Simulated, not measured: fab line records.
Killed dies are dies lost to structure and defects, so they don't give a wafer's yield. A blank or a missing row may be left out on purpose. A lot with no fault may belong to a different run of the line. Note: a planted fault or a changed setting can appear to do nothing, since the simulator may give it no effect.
Code-filled problem report in 8D (eight disciplines) form -- flow berkeley-cmos170 -- the parts of the form that need people (team, actions taken, sign-off) are left out

== 1. PROBLEM STATEMENT ==
Mean of chamber-pressure-mTorr at UCB170_CONTACT_ETCH_17: 23.995 mTorr across 6 wafers in 2 lots; on wafers with no fault it is 30.001 mTorr (standard deviation 0.028). That is -99 or more standard deviations from the usual mean.
The step: etches BARC in N2/H2.
First observed at day 10 03:51: wafer L868.1, on rie-diel-01. Wafers with a number at this step in the record: 42, from 14 lots. Rule for "out", or "out of limits": more than 4 standard deviations from the usual mean. All remaining wafers that have a number are taken as sound.

== 2. WHAT IT IS; WHAT IT IS NOT ==
question,is,is not
which readings at this step,chamber-pressure-mTorr,"rf-fwd-power-W, throttle-valve-pct"
which lots,"L868, L874","L861, L862, L864, L865, L866, L867, L869, L870, L880, L882, L883, L884"
which wafers of those lots,all that have a number,-
read on which tools,rie-diel-01,"rie-diel-03, rie-diel-04"
when,from day 10 03:51,"up to then (24 sound wafers); but 12 sound wafers of L880, L882, L883, L884 came after"

== 3. THE SUSPECTS, EACH WITH WHAT RULES IT OUT ==
Counting: a tool at any process step up to the reading remains a suspect when it ran all the lots that are out and ran no sound lot after the first of those.
- rie-diel-01 at UCB170_CONTACT_ETCH_17 (etches BARC in N2/H2): kept. Every lot that is out went through it, starting with L868 (day 10 03:51), and after that it ran no sound lot; the last sound lot it ran before then is L870 (day 10 03:13). On those wafers its own readings are out: chamber-pressure-mTorr.
The count leaves rie-diel-01 at UCB170_CONTACT_ETCH_17.

== 4. THE CAUSE (what the simulator had put in) ==
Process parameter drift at UCB170_CONTACT_ETCH_17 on rie-diel-01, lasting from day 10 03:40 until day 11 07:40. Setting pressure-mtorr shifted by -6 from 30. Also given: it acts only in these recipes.
Only this tool survived the counting.

== 5. THE EFFECT CHAIN, in route order ==
Rows list readings where the struck wafers' mean (over those with a number) sits beyond 3 standard deviations from the usual. Readings are gone through only where the record gives a usual standard deviation; hours: the median, over the lots, of the time from a lot's start at the first step in this table giving one to that lot's start at this step; sigmas: the change measured in usual standard deviations.
hours,step,reading,usual,on struck wafers,change,sigmas
0,UCB170_CONTACT_ETCH_17,chamber-pressure-mTorr,30.001 mTorr,23.995,-6.006,-99 or more
The process steps in it:
- UCB170_CONTACT_ETCH_17: etches BARC in N2/H2.

== 6. WHAT WOULD HAVE CAUGHT IT SOONER ==
In this record the first reading out of limits was taken at day 10 03:51, 0 hours after the fault began at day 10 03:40.
